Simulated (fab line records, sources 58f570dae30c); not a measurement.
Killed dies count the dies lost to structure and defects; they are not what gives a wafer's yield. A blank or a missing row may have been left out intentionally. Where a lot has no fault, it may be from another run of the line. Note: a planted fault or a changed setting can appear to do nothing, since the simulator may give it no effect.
Chamber matching || flow berkeleyCmos170 || UCB170_V1_CMP_02 on cmp-02: 4 sister chambers
The step polishes SiO2. 16 wafers are shown with their chamber, then 8 later ones without.

EACH WAFER AND ITS CHAMBER
{"wafer": "L449.2", "chamber": 2, "motorCurrentA (A)": 16.1}
{"wafer": "L449.3", "chamber": 0, "motorCurrentA (A)": 16.5}
{"wafer": "L449.4", "chamber": 3, "motorCurrentA (A)": 14.7}
{"wafer": "L450.2", "chamber": 0, "motorCurrentA (A)": 16.7}
{"wafer": "L450.5", "chamber": 1, "motorCurrentA (A)": 14.2}
{"wafer": "L450.6", "chamber": 2, "motorCurrentA (A)": 15.2}
{"wafer": "L452.2", "chamber": 3, "motorCurrentA (A)": 14.9}
{"wafer": "L452.4", "chamber": 2, "motorCurrentA (A)": 16.6}
{"wafer": "L452.6", "chamber": 1, "motorCurrentA (A)": 13.6}
{"wafer": "L453.2", "chamber": 0, "motorCurrentA (A)": 15.3}
{"wafer": "L453.4", "chamber": 1, "motorCurrentA (A)": 13.9}
{"wafer": "L453.5", "chamber": 3, "motorCurrentA (A)": 15.0}
{"wafer": "L456.1", "chamber": 3, "motorCurrentA (A)": 14.4}
{"wafer": "L456.2", "chamber": 0, "motorCurrentA (A)": 16.1}
{"wafer": "L456.5", "chamber": 2, "motorCurrentA (A)": 16.3}
{"wafer": "L460.3", "chamber": 0, "motorCurrentA (A)": 17.0}

SIGNATURES (averages over the wafers above)
{"reading": "motorCurrentA", "chamber 0": 16.320, "chamber 1": 13.900, "chamber 2": 16.050, "chamber 3": 14.750, "scatter within a chamber": 0.517}
Rule: distance of a wafer from a chamber = root of the sum over the readings of ((wafer's reading minus chamber's mean) / reading's scatter) squared. The wafer belongs to the nearest chamber; if the next one is less than 2 further off, it can't be placed. How the scatter is found: for the shown wafers, subtract from each reading the mean of its chamber, square and add these, divide the total by (wafers less chambers), then take the root.

WAFERS WHOSE CHAMBER IS MISSING
{"wafer": "L460.4", "motorCurrentA (A)": 16.6}
{"wafer": "L460.5", "motorCurrentA (A)": 16.0}
{"wafer": "L458.2", "motorCurrentA (A)": 14.6}
{"wafer": "L458.3", "motorCurrentA (A)": 14.8}
{"wafer": "L458.6", "motorCurrentA (A)": 15.6}
{"wafer": "L464.1", "motorCurrentA (A)": 15.3}
{"wafer": "L464.2", "motorCurrentA (A)": 17.0}
{"wafer": "L464.3", "motorCurrentA (A)": 14.6}

WHICH CHAMBER EACH WENT THROUGH
{"wafer": "L460.4", "from the rows above": "can't be placed: 0 or 2", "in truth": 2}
{"wafer": "L460.5", "from the rows above": "can't be placed: 2 or 0", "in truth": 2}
{"wafer": "L458.2", "from the rows above": "can't be placed: 3 or 1", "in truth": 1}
{"wafer": "L458.3", "from the rows above": "can't be placed: 3 or 1", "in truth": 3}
{"wafer": "L458.6", "from the rows above": "can't be placed: 2 or 0 or 3", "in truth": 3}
{"wafer": "L464.1", "from the rows above": "can't be placed: 3 or 2 or 0 or 1", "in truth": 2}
{"wafer": "L464.2", "from the rows above": "can't be placed: 0 or 2", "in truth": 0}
{"wafer": "L464.3", "from the rows above": "can't be placed: 3 or 1", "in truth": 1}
0 of 8 placed correctly. Unplaceable from these rows: 8, with the true chamber sitting among the candidates in 8. 0 placed wrongly.
